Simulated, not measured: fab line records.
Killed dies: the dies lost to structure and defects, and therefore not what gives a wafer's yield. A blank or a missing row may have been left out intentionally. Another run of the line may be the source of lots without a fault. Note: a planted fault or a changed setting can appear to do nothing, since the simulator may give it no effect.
Which of the tools did it? || flow berkeleyCmos170 || 15 lots, 45 wafers sampled, at 2 steps of a route of 331

WHAT THE GAUGES READ, wafer by wafer
UCB170_M2_OVL_MEAS_16. Usual: M2_OVL gives 1 nm (standard deviation 4.5).
{"lot": "L678", "measured": "day 8 20:14", "on": "overlay-01", "M2_OVL (nm)": "-4 -4 1", "flag": ""}
{"lot": "L677", "measured": "day 8 20:42", "on": "overlay-02", "M2_OVL (nm)": "4 4 -1", "flag": ""}
{"lot": "L679", "measured": "day 8 21:10", "on": "overlay-02", "M2_OVL (nm)": "4 0 -4", "flag": ""}
{"lot": "L676", "measured": "day 9 08:04", "on": "overlay-01", "M2_OVL (nm)": "9 2 1", "flag": ""}
{"lot": "L680", "measured": "day 9 08:13", "on": "overlay-01", "M2_OVL (nm)": "9 2 -1", "flag": ""}
{"lot": "L681", "measured": "day 9 08:19", "on": "overlay-02", "M2_OVL (nm)": "5 4 5", "flag": ""}
{"lot": "L683", "measured": "day 10 09:06", "on": "overlay-02", "M2_OVL (nm)": "2 7 1", "flag": ""}
{"lot": "L686", "measured": "day 10 09:25", "on": "overlay-01", "M2_OVL (nm)": "7 14 12", "flag": ""}
{"lot": "L688", "measured": "day 10 23:23", "on": "overlay-01", "M2_OVL (nm)": "3 -2 0", "flag": ""}
{"lot": "L689", "measured": "day 10 23:34", "on": "overlay-02", "M2_OVL (nm)": "4 1 -3", "flag": ""}
{"lot": "L687", "measured": "day 11 02:16", "on": "overlay-01", "M2_OVL (nm)": "11 9 6", "flag": ""}
{"lot": "L693", "measured": "day 11 03:22", "on": "overlay-01", "M2_OVL (nm)": "-6 -2 4", "flag": ""}
{"lot": "L692", "measured": "day 11 07:13", "on": "overlay-01", "M2_OVL (nm)": "-1 -3 -4", "flag": ""}
{"lot": "L695", "measured": "day 11 13:52", "on": "overlay-01", "M2_OVL (nm)": "-1 6 -2", "flag": ""}
{"lot": "L696", "measured": "day 12 01:02", "on": "overlay-02", "M2_OVL (nm)": "7 12 10", "flag": ""}

UCB170_M2_CD_MEAS_90 targets a cd of 700 nm. Usual: cdNm reads 698 nm (standard deviation 4.4).
{"lot": "L678", "measured": "day 8 20:47", "on": "cdSem-01", "cdNm (nm)": "697 698 695", "flag": ""}
{"lot": "L677", "measured": "day 8 21:10", "on": "cdSem-01", "cdNm (nm)": "700 699 697", "flag": ""}
{"lot": "L679", "measured": "day 8 21:32", "on": "cdSem-01", "cdNm (nm)": "706 696 706", "flag": ""}
{"lot": "L676", "measured": "day 9 08:26", "on": "cdSem-01", "cdNm (nm)": "705 708 694", "flag": ""}
{"lot": "L680", "measured": "day 9 08:34", "on": "cdSem-01", "cdNm (nm)": "694 696 697", "flag": ""}
{"lot": "L681", "measured": "day 9 08:41", "on": "cdSem-01", "cdNm (nm)": "698 699 696", "flag": ""}
{"lot": "L683", "measured": "day 10 09:31", "on": "cdSem-01", "cdNm (nm)": "700 699 698", "flag": ""}
{"lot": "L686", "measured": "day 10 09:50", "on": "cdSem-02", "cdNm (nm)": "691 692 694", "flag": ""}
{"lot": "L688", "measured": "day 10 23:46", "on": "cdSem-02", "cdNm (nm)": "699 707 697", "flag": ""}
{"lot": "L689", "measured": "day 10 23:56", "on": "cdSem-02", "cdNm (nm)": "699 699 698", "flag": ""}
{"lot": "L687", "measured": "day 11 02:38", "on": "cdSem-01", "cdNm (nm)": "693 694 694", "flag": ""}
{"lot": "L693", "measured": "day 11 03:44", "on": "cdSem-01", "cdNm (nm)": "709 697 697", "flag": ""}
{"lot": "L692", "measured": "day 11 07:36", "on": "cdSem-02", "cdNm (nm)": "709 699 707", "flag": ""}
{"lot": "L695", "measured": "day 11 14:14", "on": "cdSem-02", "cdNm (nm)": "693 694 694", "flag": ""}
{"lot": "L696", "measured": "day 12 01:26", "on": "cdSem-01", "cdNm (nm)": "698 693 693", "flag": ""}

WHAT TOOL EACH LOT RAN ON (gives the tool, then ch and the chambers of the sampled wafers, and finally the start)
There is no process step in the record ahead of these readings.

AS READ BY THE TOOLS THEMSELVES (means over the sampled wafers that have a number; for cases with no such wafer, the mark the record gives instead)
The record holds no such reading with a usual standard deviation.

THE ANSWER, worked out from the rows above alone
Rule: a lot counts as off when the mean over its wafers that have a number is more than 3 standard deviations away from the usual mean. A lot without any number at a reading at which 4 lots or more have one is off too. All remaining lots with rows at the step are treated as sound. Order of review: gauges by route order, followed by the tools' own readings, for which a lot's mean as printed above is used. The first step at which some lot is off is used, and at that step the reading that is off furthest; a lot without a number counts as furthest.
No lot is off at any reading shown: from this, nothing can be told.

WHAT WAS PUT IN BY THE SIMULATOR
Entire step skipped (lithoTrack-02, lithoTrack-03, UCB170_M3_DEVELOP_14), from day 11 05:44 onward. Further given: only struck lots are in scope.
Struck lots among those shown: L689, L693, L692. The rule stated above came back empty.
